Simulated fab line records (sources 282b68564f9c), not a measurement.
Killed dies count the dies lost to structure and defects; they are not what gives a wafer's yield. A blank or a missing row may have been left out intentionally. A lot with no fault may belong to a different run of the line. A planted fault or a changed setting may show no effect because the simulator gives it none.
fab line records | flow rit-cmos
record lots=5 | wafers=15 | last-day=6
route steps=202 shown GATE@85
lots untouched by any fault: they come from a run of this same line in which no faults occurred
start-h: hours from the record's opening day to when the first of the lot's shown wafers began | wait-h: how many hours have passed since the lot's step before this one | " repeats the value in the row above | L1.1+2: one row covering several wafers at once | - no value present, or no start provided | * or withheld: withheld | < > ~ a bound
route shown NAME@n: a module of which the file shows steps, and the number in the route of the first | usual: mean and standard deviation over wafers with no fault | same: alike in all rows | chamber/n: place in a boat | sites: readings site by site | _std_site: the standard deviation of these | _edge_site: mean of outer sites minus mean of inner sites | radius-mm: for every site, how far away it sits from the centre of the wafer | mask NAME#n: copy n | behind: the tool/chamber that last shaped the wafer | hold: the reason the lot was held/the length of the hold in hours/how it ended | device: names the non-switching transistor (n, p or np) | end of line: the tests these same wafers got at the end of their route | where a step has no rows: the recipe by itself | killed: the dies lost at the first sort to structure and to defects; this is not the yield of the wafer | map: per-die view of a wafer (x killed, . not killed, _ where there is no die)
set.NAME: the setting that was run; set.NAME@STEP: the one run at that earlier step | model.NAME: the simulator's own value behind a step, which no gauge read
lots at selected steps of the route; one table per step, one row per wafer
services: a tool's chamber out of use, with start hour (start-h, from the record's first day; less than 0 if before it), hours out, and reason
## steps
# step RIT_GATE_THK_MEAS_09
# recipe reads=poly-Si_of_GATE_CVD_08
# usual GATE_POLY_THK=249.9/2.1
lot.wafer | tool          | chamber | start-h | wait-h | GATE_POLY_THK[nm]
L075.2    | film-metro-04 | -       | 47.16   | 0.0    | 251.6
L075.3    | "             | -       | "       | "      | 249.6
L075.5    | "             | -       | "       | "      | 250.5
L085.3    | film-metro-03 | -       | 95.60   | 0.0    | 247.6
L085.4    | "             | -       | "       | "      | 248.0
L085.5    | "             | -       | "       | "      | 248.6
L088.1    | film-metro-04 | -       | 108.84  | 0.0    | 248.8
L088.3    | "             | -       | "       | "      | 248.8
L088.4    | "             | -       | "       | "      | 248.8
L090.1    | film-metro-04 | -       | 117.31  | 0.0    | 250.0
L090.3    | "             | -       | "       | "      | 249.0
L090.6    | "             | -       | "       | "      | 249.4
L093.2    | film-metro-01 | -       | 131.62  | 0.0    | 249.7
L093.3    | "             | -       | "       | "      | 250.4
L093.5    | "             | -       | "       | "      | 249.7
# step RIT_GATE_HMDS_10
# recipe prime-time-s=60 | prime-temp-c=140
lot.wafer  | tool           | chamber | start-h | wait-h
L075.2+3+5 | litho-track-02 | 0       | 47.23   | 0.1
L085.3+4+5 | litho-track-03 | 0       | 95.69   | 0.1
L088.1+3+4 | litho-track-03 | 0       | 108.90  | 0.1
L090.1+3+6 | litho-track-04 | 0       | 117.40  | 0.1
L093.2+3+5 | litho-track-02 | 0       | 131.69  | 0.1
# step RIT_GATE_COAT_11
# recipe resist=NOVOLAK | spin-rpm=4250 | resist-thk-nm=850
lot.wafer  | tool           | chamber | start-h | wait-h
L075.2+3+5 | litho-track-02 | 0       | 47.38   | 0.1
L085.3+4+5 | litho-track-03 | 0       | 95.84   | 0.1
L088.1+3+4 | litho-track-03 | 0       | 109.05  | 0.1
L090.1+3+6 | litho-track-04 | 0       | 117.55  | 0.1
L093.2+3+5 | litho-track-02 | 0       | 131.84  | 0.1
# step RIT_GATE_SOFTBAKE_12
# recipe resist=NOVOLAK | temp-c=90 | time-s=60
lot.wafer  | tool           | chamber | start-h | wait-h
L075.2+3+5 | litho-track-02 | 0       | 47.53   | 0.1
L085.3+4+5 | litho-track-03 | 0       | 95.99   | 0.1
L088.1+3+4 | litho-track-03 | 0       | 109.20  | 0.1
L090.1+3+6 | litho-track-04 | 0       | 117.70  | 0.1
L093.2+3+5 | litho-track-02 | 0       | 131.99  | 0.1
# step RIT_GATE_EXPOSE_13
# recipe mask-id=M6 | na=0.6 | source-shape=conventional | sigma-outer=0.6 | target-cd-nm=150 | dose-mj=380
# same na=0.6
lot.wafer  | tool             | chamber | start-h | wait-h | mask
L075.2+3+5 | iline-stepper-01 | 0       | 47.68   | 0.1    | M6#0
L085.3+4+5 | iline-stepper-01 | 0       | 96.25   | 0.2    | M6#0
L088.1+3+4 | iline-stepper-01 | 0       | 109.35  | 0.1    | M6#0
L090.1+3+6 | iline-stepper-02 | 0       | 117.85  | 0.1    | M6#0
L093.2+3+5 | iline-stepper-02 | 0       | 132.26  | 0.2    | M6#0
# step RIT_GATE_PEB_14
# recipe resist=NOVOLAK | temp-c=withheld | time-s=withheld
lot.wafer  | tool           | chamber | start-h | wait-h
L075.2+3+5 | litho-track-03 | 0       | 47.80   | 0.1
L085.3+4+5 | litho-track-03 | 0       | 96.38   | 0.1
L088.1+3+4 | litho-track-04 | 0       | 109.47  | 0.1
L090.1+3+6 | litho-track-04 | 0       | 117.97  | 0.1
L093.2+3+5 | litho-track-03 | 0       | 132.39  | 0.1
# step RIT_GATE_DEVELOP_15
# recipe resist=NOVOLAK | develop-time-s=50 | dev-temp-c=23
lot.wafer  | tool           | chamber | start-h | wait-h
L075.2+3+5 | litho-track-03 | 0       | -       | -
L085.3+4+5 | litho-track-03 | 0       | -       | -
L088.1+3+4 | litho-track-04 | 0       | -       | -
L090.1+3+6 | litho-track-04 | 0       | -       | -
L093.2+3+5 | litho-track-03 | 0       | -       | -
# step RIT_GATE_CD_MEAS_16
# recipe target-cd-nm=150
# usual cd-nm=150.7/2.1
lot.wafer | tool      | chamber | start-h | wait-h | cd-nm
L075.2    | cd-sem-01 | -       | 48.08   | -      | 152.2
L075.3    | "         | -       | "       | "      | 153.1
L075.5    | "         | -       | "       | "      | 152.2
L085.3    | cd-sem-02 | -       | 96.65   | -      | 148.8
L085.4    | "         | -       | "       | "      | 148.6
L085.5    | "         | -       | "       | "      | 146.4
L088.1    | cd-sem-02 | -       | 109.75  | -      | 150.2
L088.3    | "         | -       | "       | "      | 152.1
L088.4    | "         | -       | "       | "      | 152.5
L090.1    | cd-sem-01 | -       | 118.25  | -      | 151.8
L090.3    | "         | -       | "       | "      | 150.6
L090.6    | "         | -       | "       | "      | 150.9
L093.2    | cd-sem-02 | -       | 132.66  | -      | 148.5
L093.3    | "         | -       | "       | "      | 150.5
L093.5    | "         | -       | "       | "      | 151.7
# step RIT_GATE_OVL_MEAS_17
# usual GATE_OVL=0.6/1.6
lot.wafer | tool       | chamber | start-h | wait-h | GATE_OVL[nm]
L075.2    | overlay-02 | -       | 48.18   | 0.1    | 1.3
L075.3    | "          | -       | "       | "      | 2.5
L075.5    | "          | -       | "       | "      | 0.9
L085.3    | overlay-01 | -       | 96.74   | 0.1    | 0.9
L085.4    | "          | -       | "       | "      | 0.8
L085.5    | "          | -       | "       | "      | 0.3
L088.1    | overlay-01 | -       | 109.87  | 0.1    | 0.0
L088.3    | "          | -       | "       | "      | -2.1
L088.4    | "          | -       | "       | "      | -1.1
L090.1    | overlay-01 | -       | 118.37  | 0.1    | -1.3
L090.3    | "          | -       | "       | "      | -3.6
L090.6    | "          | -       | "       | "      | -3.1
L093.2    | overlay-01 | -       | 132.77  | 0.1    | 3.7
L093.3    | "          | -       | "       | "      | 0.7
L093.5    | "          | -       | "       | "      | 1.5
# step RIT_GATE_HARDBAKE_18
# recipe resist=NOVOLAK | temp-c=140 | time-s=60
lot.wafer  | tool           | chamber | start-h | wait-h
L075.2+3+5 | litho-track-02 | 0       | 48.32   | 0.1
L085.3+4+5 | litho-track-04 | 0       | 96.82   | 0.1
L088.1+3+4 | litho-track-02 | 0       | 109.91  | 0.0
L090.1+3+6 | litho-track-03 | 0       | 118.41  | 0.0
L093.2+3+5 | litho-track-02 | 0       | 132.82  | 0.0
# step RIT_GATE_ETCH_19
# recipe chemistry=SF6/CHF3/O2 | time-s=165 | SF6_flow_sccm=30 | CHF3_flow_sccm=30 | O2_flow_sccm=5 | target=poly-Si | pressure-mtorr=40 | rf-w=160 | target-depth-a=3125 | over-etch-frac=0.25 | stop-on=SiO2
# usual SF6_flow_sccm=30.01/0.094 | drypump-motor-current-A=5.6/0.63 | oes-product-au=0.845/0.014 | throttle-valve-pct=10.27/0.13
# same over-etch-frac=0.25
lot.wafer | tool      | chamber | start-h | wait-h | SF6_flow_sccm | drypump-motor-current-A | oes-product-au | rf-hours-counter-h | throttle-valve-pct
L075.2    | rie-si-02 | 3       | 48.45   | 0.1    | 29.95         | 6.0                     | 0.833          | 29                 | 10.32
L075.3    | "         | 1       | "       | "      | 29.79         | 5.8                     | 0.837          | 120                | 10.32
L075.5    | "         | 3       | "       | "      | 29.92         | 6.0                     | 0.824          | -                  | 10.33
L085.3    | rie-si-02 | 3       | 96.92   | 0.1    | 30.02         | 6.0                     | 0.823          | 30                 | 10.33
L085.4    | "         | 0       | "       | "      | 30.11         | 4.8                     | 0.862          | 112                | 10.48
L085.5    | "         | 0       | "       | "      | 30.06         | 4.8                     | 0.856          | -                  | 10.47
L088.1    | rie-si-01 | 0       | 110.06  | 0.1    | 29.87         | 4.9                     | 0.822          | 66                 | 10.35
L088.3    | "         | 1       | "       | "      | 29.87         | 6.1                     | 0.836          | 45                 | 10.20
L088.4    | "         | 3       | "       | "      | 29.97         | 6.6                     | 0.844          | 45                 | 10.05
L090.1    | rie-si-01 | 0       | 118.56  | 0.1    | 30.21         | 4.9                     | 0.830          | 67                 | 10.36
L090.3    | "         | 2       | "       | "      | 30.01         | 4.9                     | 0.861          | 128                | 10.19
L090.6    | "         | 2       | "       | "      | 30.00         | 4.9                     | 0.850          | -                  | 10.21
L093.2    | rie-si-02 | 2       | 132.95  | 0.1    | 30.02         | 5.7                     | 0.855          | 2                  | 10.20
L093.3    | "         | 1       | "       | "      | 30.09         | 5.8                     | 0.837          | 121                | 10.32
L093.5    | "         | 2       | "       | "      | 30.17         | 5.7                     | 0.861          | -                  | 10.20
# step RIT_GATE_STRIP_20
# recipe chemistry=O2 | time-s=180 | resist=NOVOLAK | platen-temp-c=withheld | power-w=500 | pressure-mtorr=4000 | o2-flow-sccm=4000
# usual drypump-motor-current-A=5.5/0.49
lot.wafer | tool            | chamber | start-h | wait-h | drypump-motor-current-A | rf-hours-counter-h
L075.2    | plasma-asher-04 | 1       | 48.56   | 0.1    | 5.7                     | 41
L075.3    | "               | 1       | "       | "      | 5.7                     | -
L075.5    | "               | 0       | "       | "      | 6.3                     | -
L085.3    | plasma-asher-03 | 0       | 97.08   | 0.1    | 4.8                     | -
L085.4    | "               | 1       | "       | "      | 5.4                     | -
L085.5    | "               | 1       | "       | "      | 5.4                     | -
L088.1    | plasma-asher-04 | 1       | 110.17  | 0.1    | 5.7                     | 48
L088.3    | "               | 1       | "       | "      | 5.6                     | -
L088.4    | "               | 0       | "       | "      | 6.4                     | -
L090.1    | plasma-asher-03 | 1       | 118.66  | 0.1    | 5.4                     | 48
L090.3    | "               | 1       | "       | "      | 5.4                     | -
L090.6    | "               | 1       | "       | "      | 5.4                     | -
L093.2    | plasma-asher-03 | 0       | 133.06  | 0.1    | 4.9                     | 49
L093.3    | "               | 1       | "       | "      | 5.4                     | -
L093.5    | "               | 0       | "       | "      | 4.9                     | -
# step RIT_GATE_CD_MEAS_90
# recipe target-cd-nm=150
# usual cd-nm=150.7/2.2
lot.wafer | tool      | chamber | start-h | wait-h | cd-nm
L075.2    | cd-sem-02 | -       | 48.75   | 0.1    | 152.1
L075.3    | "         | -       | "       | "      | 153.0
L075.5    | "         | -       | "       | "      | 152.2
L085.3    | cd-sem-01 | -       | 97.24   | 0.1    | 148.8
L085.4    | "         | -       | "       | "      | 148.8
L085.5    | "         | -       | "       | "      | 146.2
L088.1    | cd-sem-02 | -       | 110.34  | 0.1    | 150.7
L088.3    | "         | -       | "       | "      | 152.4
L088.4    | "         | -       | "       | "      | 152.6
L090.1    | cd-sem-01 | -       | 118.84  | 0.1    | 152.5
L090.3    | "         | -       | "       | "      | 150.7
L090.6    | "         | -       | "       | "      | 151.1
L093.2    | cd-sem-02 | -       | 133.25  | 0.1    | 148.3
L093.3    | "         | -       | "       | "      | 150.0
L093.5    | "         | -       | "       | "      | 151.8
## services
tool             | chamber | start-h | hours | kind
rie-si-01        | 0       | 63.26   | 6.8   | repair
rie-si-02        | 2       | 64.25   | 13.1  | repair
plasma-asher-04  | -       | 68.49   | 0.4   | repair
iline-stepper-01 | -       | 81.64   | 1.3   | repair
iline-stepper-02 | -       | 103.32  | 1.7   | pm
rie-si-02        | 3       | 108.70  | 10.5  | repair
rie-si-01        | 0       | 129.65  | 5.6   | repair
## key
fault none
